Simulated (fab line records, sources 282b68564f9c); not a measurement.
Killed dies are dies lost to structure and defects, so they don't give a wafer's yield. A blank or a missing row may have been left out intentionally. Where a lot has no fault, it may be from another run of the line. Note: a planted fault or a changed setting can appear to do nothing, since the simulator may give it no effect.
Struck lot and sound lot, side by side :: flow rit-cmos :: 16 out of 202 route steps
Sound: these wafers, L235.1, L235.4, L235.6. The struck wafers were L242.1, L242.2, L242.3. The cause is given at the end.
For every step that has rows: the tool of each side, followed by ch and its chambers, followed by its first start. Under that, the readings that differ: sound wafers :: struck wafers :: difference of the means :: sigmas: that difference in standard deviations of wafers without a fault.
alike: readings with means less than 2 such deviations apart, plus words and numbers identical on both sides. not compared: withheld readings, readings lacking a value on some wafer, bounds such as >300 that could conceal the same value, and numbers that have no deviation in the record and whose values overlap.
The two part at a step that has a row with sigmas, a row that says differs or no value, or rows on one side only. Non-overlapping numbers with no deviation appear without sigmas and do not part them. Lack of a reading on every wafer of one side parts them only where that side has two or more wafers.

RIT_CONTACT_STRIP_12: strips in O2, time 180 s.
  sound on plasma-asher-04 ch 1, day 4 09:28; struck on plasma-asher-04 ch 0,1, day 6 00:26
  alike: drypump-motor-current-A
  not compared: rf-hours-counter-h
RIT_CONTACT_CD_MEAS_90: target cd 1000 nm.
  sound: cd-sem-01 at day 4 09:38; struck: cd-sem-01 at day 6 00:36
  alike: cd-nm
then, 2 steps without rows for these wafers: RIT_CONTACT_CLEAN_13 (cleans in SC1, time 600 s); RIT_CONTACT_CLEAN_14 (cleans in SC2, time 600 s).
RIT_M1_SPUTTER_00: material Al, target thk 400 nm, time 500 s.
  sound: pvd-sputter-03 at day 4 10:07; struck: pvd-sputter-04 at day 6 01:04
  alike: cathode-dc-power-W, substrate-temp-c, throttle-valve-pct
RIT_M1_RS_MEAS_01: a four-point-probe measurement.
  sound: film-metro-04 at day 4 10:24; struck: film-metro-04 at day 6 01:22
  alike: M1_AL_RS
RIT_M1_THK_MEAS_02: measures by xrf.
  sound: film-metro-04 at day 4 10:31; struck: film-metro-04 at day 6 01:29
  alike: M1_AL_THK
then, 5 steps without rows for these wafers: RIT_M1_HMDS_03 (prime time 60 s); RIT_M1_COAT_04 (resist thk 1300 nm); RIT_M1_SOFTBAKE_05 (time 60 s); RIT_M1_EXPOSE_06 (exposes mask M12, target cd 2600 nm); RIT_M1_PEB_07.
RIT_M1_DEVELOP_08: develop time 68 s.
  sound on litho-track-03 ch 0, day 4 11:00; struck on litho-track-03 ch 0, day 6 02:00
reading: developer-temp-C (C)
sound: 23.01 22.91 23.05
struck: 20.79 20.84 20.74
difference: -2.20
sigmas: -23
  alike: chill-plate-temp-C
RIT_M1_CD_MEAS_09: target cd 2600 nm.
  sound: cd-sem-01 at day 4 11:44; struck: cd-sem-02 at day 6 02:33
reading: cd-nm (nm)
sound: 2598.5 2600.7 2603.3
struck: 2595.1 2594.3 2593.6
difference: -6.5
sigmas: -3
RIT_M1_OVL_MEAS_10:
  sound: overlay-01 at day 4 11:52; struck: overlay-01 at day 6 02:40
  alike: M1_OVL
RIT_M1_PROBE_99:
  sound: prober-02 at day 4 14:23; struck: prober-02 at day 6 05:15
  alike: defect-limited-yield, killed-at-contacts, killed-at-front-end, killed-dies, killed-on-rim, killed-open, killed-short, sort_bin_3_pad_short, sort_bin_5_function, sort_bin_6_memory, sort-n-pass, sort-yield-pct

WHERE THEY PART
Last at RIT_M1_CD_MEAS_09 as far as this record goes, first at RIT_M1_DEVELOP_08. Later steps at which nothing parts them and some readings are alike: RIT_M1_OVL_MEAS_10, RIT_M1_PROBE_99.

WHY: the cause the simulator had injected
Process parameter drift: litho-track-03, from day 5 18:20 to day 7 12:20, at RIT_M1_DEVELOP_08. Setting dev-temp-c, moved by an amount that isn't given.
